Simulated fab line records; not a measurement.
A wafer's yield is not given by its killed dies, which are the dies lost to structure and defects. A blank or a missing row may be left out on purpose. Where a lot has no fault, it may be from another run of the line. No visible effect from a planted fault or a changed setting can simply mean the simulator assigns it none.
Split-lot trial -- flow rit-cmos -- 5 lots, 23 wafers read, on a route of 202 steps

## ABOUT THE SPLIT
At RIT_FOX1_OXIDATION_00 (target thk 350.7 nm, ox time 1130 s), the setting ox-time-s was moved away from the recipe's 1130 s on 15 of the 23 wafers read, by +4.8% to +12.5%. The other wafers ran this setting at the recipe's value.

The reading comes from the split's own step.

## THE READING
SiO2_of_FOX1_OXIDATION_00.thk-nm (the simulator's own value, which no gauge read), in nm, at RIT_FOX1_OXIDATION_00 (target thk 350.7 nm, ox time 1130 s). The file gives no usual value for it. Average 351.4 nm, standard deviation 4.5 nm, over the 8 wafers here run with the recipe.

wafer,"tool, chamber at the split","ox-time-s as run, s",against the recipe,"SiO2_of_FOX1_OXIDATION_00.thk-nm, nm",against lot-mates on the recipe
L074.1,"-, -",1270,+12.4%,384.6,no lot-mate on the recipe
L074.2,"-, -",1270,+12.4%,377.5,no lot-mate on the recipe
L074.3,"-, -",1270,+12.4%,377.9,no lot-mate on the recipe
L074.4,"-, -",1270,+12.4%,389.6,no lot-mate on the recipe
L074.5,"-, -",1270,+12.4%,383.6,no lot-mate on the recipe
L075.1,"-, -",1271,+12.5%,373.5,no lot-mate on the recipe
L075.2,"-, -",1271,+12.5%,372.6,no lot-mate on the recipe
L075.4,"-, -",1271,+12.5%,373.1,no lot-mate on the recipe
L075.5,"-, -",1271,+12.5%,375,no lot-mate on the recipe
L075.6,"-, -",1271,+12.5%,375,no lot-mate on the recipe
L076.2,"-, -",1184,+4.8%,360,no lot-mate on the recipe
L076.3,"-, -",1184,+4.8%,358.9,no lot-mate on the recipe
L076.4,"-, -",1184,+4.8%,361.7,no lot-mate on the recipe
L076.5,"-, -",1184,+4.8%,363.8,no lot-mate on the recipe
L076.6,"-, -",1184,+4.8%,358.6,no lot-mate on the recipe
L080.1,"furnace-03, 0",1130,recipe,348.2,-
L080.2,"furnace-03, 0",1130,recipe,348.9,-
L080.4,"furnace-03, 0",1130,recipe,343,-
L084.1,"-, -",1130,recipe,358.5,-
L084.2,"-, -",1130,recipe,356,-
L084.4,"-, -",1130,recipe,353.1,-
L084.5,"-, -",1130,recipe,352.1,-
L084.6,"-, -",1130,recipe,351,-

THE FIT
A straight line over all 23 wafers: SiO2_of_FOX1_OXIDATION_00.thk-nm changes by +2.17 nm for each +1% of ox-time-s; r = +0.93; the points scatter about the line by 4.9 nm.
Too few moved wafers with a lot-mate on the recipe to fit a line net of each lot's own level.

## FILE'S OWN FIT
SiO2_of_FOX1_OXIDATION_00.thk-nm changes by +2.17 nm for each +1% of ox-time-s, r = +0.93.
